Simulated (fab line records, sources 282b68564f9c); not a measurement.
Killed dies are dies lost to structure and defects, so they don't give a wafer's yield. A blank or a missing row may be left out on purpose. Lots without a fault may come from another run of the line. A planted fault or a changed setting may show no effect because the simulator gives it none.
Which tool did it? | flow rit_cmos | 14 lots, 42 wafers sampled, at 2 steps of a route of 202

WHAT THE GAUGES READ, wafer by wafer
RIT_PLDD_TW_MEAS_10.
lot  | measured    | on            | PLDD_TW
L626 | day 3 00:54 | film_metro-03 | 2378 2384 2382
L630 | day 3 16:14 | film_metro-04 | 2327 2308 2310
L631 | day 3 21:10 | film_metro-04 | 2311 2297 2314
L632 | day 4 01:32 | film_metro-04 | 2318 2319 2306
L633 | day 4 11:55 | film_metro-01 | 2391 2379 2386
L635 | day 4 17:25 | film_metro-01 | 30 31 31
L636 | day 4 21:00 | film_metro-04 | 30 30 30
L639 | day 5 13:46 | film_metro-04 | 2321 2324 2308
L641 | day 6 02:49 | film_metro-01 | 2386 2386 2388
L642 | day 6 10:01 | film_metro-04 | 2330 2329 2317
L646 | day 7 07:32 | film_metro-01 | 2387 2397 2394
L647 | day 7 12:47 | film_metro-03 | 2362 2365 2365
L648 | day 7 17:26 | film_metro-03 | 2365 2353 2360
L649 | day 8 01:06 | film_metro-01 | 2371 2356 2364

WHICH TOOL RAN EACH LOT (tool, then ch and the chambers of the sampled wafers, then the start)
lot  | RIT_NLDD_STRIP_09
L626 | plasma_asher-02 ch 0,1, day 2 23:17
L630 | plasma_asher-03 ch 0, day 3 14:35
L631 | plasma_asher-03 ch 0,1, day 3 19:34
L632 | plasma_asher-01 ch 1, day 3 23:52
L633 | plasma_asher-01 ch 0,1, day 4 10:18
L635 | plasma_asher-01 ch 0, day 4 15:49
L636 | plasma_asher-03 ch 0,1, day 4 19:25
L639 | plasma_asher-03 ch 0,1, day 5 12:10
L641 | plasma_asher-03 ch 0,1, day 6 01:13
L642 | plasma_asher-03 ch 0,1, day 6 08:25
L646 | plasma_asher-03 ch 0,1, day 7 05:48
L647 | plasma_asher-03 ch 0,1, day 7 11:06
L648 | plasma_asher-01 ch 0,1, day 7 15:50
L649 | plasma_asher-02 ch 0,1, day 7 23:28
- RIT_NLDD_STRIP_09: strips in O2, time 180 s.

WHAT THE TOOLS THEMSELVES READ (means of the sampled wafers that have a number; where no wafer has one, the mark that the record gives instead)
RIT_NLDD_STRIP_09.
lot  | tool            | chamber_pressure_mTorr (mTorr) | drypump_motor_current_A (A)
L626 | plasma_asher-02 | 4004                           | 5.8
L630 | plasma_asher-03 | 4001                           | 5.8
L631 | plasma_asher-03 | 4003                           | 5.5
L632 | plasma_asher-01 | 3998                           | 6.3
L633 | plasma_asher-01 | 4001                           | 6.1
L635 | plasma_asher-01 | -                              | -
L636 | plasma_asher-03 | -                              | -
L639 | plasma_asher-03 | 3997                           | 5.3
L641 | plasma_asher-03 | 4000                           | 5.5
L642 | plasma_asher-03 | 4004                           | 5.5
L646 | plasma_asher-03 | 4001                           | 5.3
L647 | plasma_asher-03 | 4002                           | 5.5
L648 | plasma_asher-01 | 4001                           | 6.1
L649 | plasma_asher-02 | 4001                           | 6.1

THE ANSWER, worked out from the rows above alone
Rule: what is usual is taken from the lots themselves. Put in order of their means at a reading, lots are off if they are a third of the lots or fewer, leave a main group of 4 or more, and stand apart from it by a gap of 3 or more times the standard deviation of the main group's means; of several such gaps the widest counts. A main group whose means are all the same, to the digits that the tables above print for the reading, isn't used. A lot without any number at a reading at which 4 lots or more have one is off too. The other lots that the step has rows for count as sound. The gauges are gone through in route order, then the tools' own readings, and for those a lot's mean is taken as printed above. The first step at which some lot is off is used, and at that step the reading that is off furthest; a lot without a number counts as furthest.
Off: L635, L636, at RIT_PLDD_TW_MEAS_10 (PLDD_TW). The main group: mean 2351, standard deviation 31.
A tool fits if, at a process step before that reading, it ran every lot that is off, and no sound lot after the first of them. The gauges at RIT_PLDD_TW_MEAS_10 aren't tried: what is off there is off at RIT_NLDD_STRIP_09 too, on other tools, and a gauge's error can't cause that. None of those tried fits.

WHAT THE SIMULATOR HAD PUT IN
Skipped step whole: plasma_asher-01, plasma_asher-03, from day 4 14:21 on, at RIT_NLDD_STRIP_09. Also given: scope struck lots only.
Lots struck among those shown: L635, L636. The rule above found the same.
